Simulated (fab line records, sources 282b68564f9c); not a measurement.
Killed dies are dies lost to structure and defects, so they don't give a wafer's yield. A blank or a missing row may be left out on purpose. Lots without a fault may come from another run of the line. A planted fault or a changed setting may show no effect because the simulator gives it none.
A struck lot beside a sound one | flow rit_cmos | 21 steps out of a route of 202
Sound: wafers L529.3, L529.4, L529.5. Struck: wafers L538.3, L538.4, L538.5. The cause comes at the end.
At each step with rows: each side's tool, then ch and its chambers, then its first start. Under that, the readings that differ: sound wafers | struck wafers | difference of the means | sigmas: that difference in standard deviations of wafers without a fault.
alike: readings whose means differ by less than 2 such deviations, and words and numbers that are the same on both sides. not compared: withheld readings, readings that some wafer has no value for, bounds like >300 that may hide the same value, and numbers for which the record gives no deviation and whose values overlap.
The two part at a step that has a row with sigmas, a row that says differs or no value, or rows on one side only. Numbers that don't overlap but have no deviation are shown without sigmas and don't part them. A reading that every wafer of one side lacks parts them only if that side has two wafers or more.

first, 3 steps without rows for these wafers: RIT_PWELL_EXPOSE_03 (exposes mask M3, target cd 43700 nm); RIT_PWELL_PEB_04; RIT_PWELL_DEVELOP_05 (develop time 68 s).
RIT_PWELL_OVL_MEAS_06:
  sound on overlay-01, day 2 08:10; struck on overlay-01, day 4 00:10
  alike: PWELL_OVL
then, 2 steps without rows for these wafers: RIT_PWELL_HARDBAKE_07 (time 120 s); RIT_PWELL_IMPLANT_08.
RIT_PWELL_STRIP_09: strips in O2, time 180 s.
  sound on plasma_asher-01 ch 0,1, day 2 08:40; struck on plasma_asher-04 ch 0,1, day 4 00:39
  alike: drypump_motor_current_A
  not compared: rf_hours_counter_h
RIT_PWELL_TW_MEAS_10:
  sound on film_metro-03, day 2 08:49; struck on film_metro-01, day 4 00:47
  reading  | sound       | struck      | difference | sigmas
  PWELL_TW | 964 969 967 | 957 958 951 | -11        | -2
then, 1 step without rows for these wafers: RIT_WELLDRIVE_ANNEAL_00 (time 14700 s).
RIT_WELLDRIVE_RS_MEAS_01: measures by four-point-probe.
  sound on film_metro-01, day 2 13:58; struck on film_metro-01, day 4 05:57
  alike: NWELL_RS
RIT_WELLDRIVE_RS_MEAS_02: measures by four-point-probe.
  sound on film_metro-01, day 2 14:05; struck on film_metro-01, day 4 06:04
  alike: PWELL_RS
then, 1 step without rows for these wafers: RIT_NRETRO_HMDS_00 (prime time 60 s).
RIT_NRETRO_COAT_01: resist thk 1300 nm.
  sound on litho_track-03 ch 0, day 2 14:22; struck on litho_track-03 ch 0, day 4 06:21
  reading                                     | sound                | struck               | difference | sigmas
  spin_speed_rpm (rpm)                        | 2000.6 2001.3 1999.9 | 1922.6 1921.1 1920.9 | -79.1      | -56
  model.NOVOLAK_of_NRETRO_COAT_01.thk_nm (nm) | 1298 1295 1303       | 1329 1331 1328       | +31        |
then, 4 steps without rows for these wafers: RIT_NRETRO_SOFTBAKE_02 (time 60 s); RIT_NRETRO_EXPOSE_03 (exposes mask M4, target cd 43900 nm); RIT_NRETRO_PEB_04; RIT_NRETRO_DEVELOP_05 (develop time 68 s).
RIT_NRETRO_OVL_MEAS_06:
  sound on overlay-02, day 2 15:11; struck on overlay-02, day 4 07:10
  alike: NRETRO_OVL
RIT_NRETRO_HARDBAKE_07: time 120 s.
  sound on litho_track-04 ch 0, day 2 15:17; struck on litho_track-02 ch 0, day 4 07:16
  reading                                     | sound          | struck         | difference | sigmas
  model.NOVOLAK_of_NRETRO_COAT_01.thk_nm (nm) | 1135 1132 1139 | 1162 1164 1161 | +27        |
then, 1 step without rows for these wafers: RIT_NRETRO_IMPLANT_08.
RIT_M1_PROBE_99:
  the record has rows for the struck wafers here (prober-01, day 5 10:21) and none for the sound ones

WHERE THEY PART
First at RIT_PWELL_TW_MEAS_10; last, within this record, at RIT_M1_PROBE_99.

WHY: what the simulator had put in
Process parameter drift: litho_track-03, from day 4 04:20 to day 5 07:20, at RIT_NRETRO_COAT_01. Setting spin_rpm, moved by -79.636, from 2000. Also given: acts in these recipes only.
